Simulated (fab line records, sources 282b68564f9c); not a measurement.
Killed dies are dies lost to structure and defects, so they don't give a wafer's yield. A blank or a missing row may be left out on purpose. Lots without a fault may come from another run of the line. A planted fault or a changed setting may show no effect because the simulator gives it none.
Problem report in the 8D (eight disciplines) form, filled by code | flow rit_cmos | the parts of the form that need people (team, actions taken, sign-off) are left out

1. THE PROBLEM
PRETRO_TW at RIT_PRETRO_TW_MEAS_10 reads a mean of 448.5 on 6 wafers of 2 lots; wafers without a fault read 473.8 with a standard deviation of 2.6. That is -9.7 standard deviations from the usual mean.
First seen on wafer L684.3, day 4 00:23, on film_metro-03. The record holds 42 wafers of 14 lots with a number at this step. Rule for "out", or "out of limits": more than 4 standard deviations from the usual mean. The other wafers with a number count as sound.

2. WHAT IT IS AND WHAT IT IS NOT
question                    | is                     | is not
which readings at this step | PRETRO_TW              | -
which lots                  | L684, L685             | L676, L677, L678, L679, L680, L683, L690, L691, L692, L693, L697, L699
which wafers of those lots  | all that have a number | -
read on which gauges        | film_metro-03          | film_metro-01, film_metro-04
when                        | from day 4 00:23       | up to then (18 sound wafers); but 18 sound wafers of L690, L691, L692, L693, L697, L699 came after

3. SUSPECTS, AND WHAT RULES EACH OUT
Counting: a tool at a process step up to the reading stays a suspect if it ran every lot that is out and no sound lot after the first of them.
- the gauge at RIT_PRETRO_TW_MEAS_10: ruled out. All the wafers that are out were read on film_metro-03, but those of them that RIT_PRETRO_IMPLANT_08 has rows for are out there too, on other tools.
- plasma_asher-03 at RIT_PWELL_STRIP_09 (strips in O2, time 180 s): ruled out as a lasting fault. Sound lots L692 ran on it after its first lot that is out, L684 (day 3 15:34).
- implanter-02 at RIT_PRETRO_IMPLANT_08: kept. It ran every lot that is out, first L684 (day 4 00:05), and no sound lot after that; its last sound lot up to then is L683 (day 3 18:52). Its own readings are out on those wafers: dose_ions_cm2, faraday_current_uA.
Left after counting: implanter-02 at RIT_PRETRO_IMPLANT_08.

4. THE CAUSE (what the simulator had put in)
Process parameter drift: implanter-02, from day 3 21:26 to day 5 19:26, at RIT_PRETRO_IMPLANT_08. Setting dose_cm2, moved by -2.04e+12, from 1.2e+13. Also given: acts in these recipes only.
Counting left only this tool.

5. THE CHAIN OF EFFECTS, in route order
Each row: a reading whose mean over the struck wafers that have a number lies more than 3 standard deviations from the usual. Only readings for which the record gives a usual standard deviation are gone through. hours: the time from each lot's start at the first step in this table that gives one to its start at this step, as a median over the lots. sigmas: the change in usual standard deviations.
hours | step                  | reading            | usual      | on struck wafers | change      | sigmas
0     | RIT_PRETRO_IMPLANT_08 | dose_ions_cm2      | 1.1998e+13 | 9.9602e+12       | -2.0378e+12 | -99 or more
0     | RIT_PRETRO_IMPLANT_08 | faraday_current_uA | 38.3       | 31.5             | -6.8        | -9.1
0     | RIT_PRETRO_TW_MEAS_10 | PRETRO_TW          | 473.8      | 448.5            | -25.3       | -9.7
The process steps in it:
- RIT_PRETRO_IMPLANT_08
Later measuring or inspecting steps at which every struck wafer that the step has a row for has a number for every such reading, and none has moved that far: RIT_GATE_CD_MEAS_90, RIT_NSD_OVL_MEAS_06.

6. WHAT WOULD HAVE CAUGHT IT SOONER
In this record the first reading out of limits at a measuring or inspecting step was taken at day 4 00:23, 3 hours after the fault began at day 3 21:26.
The tool's own readings at RIT_PRETRO_IMPLANT_08 were out on every struck wafer that the step has a row for (dose_ions_cm2, faraday_current_uA): an alarm limit on them would have fired on the first of those.
Of the lots that are out (2), L685 began RIT_PRETRO_IMPLANT_08 on implanter-02 after day 4 00:23. A hold on the tool at that time would have spared it.
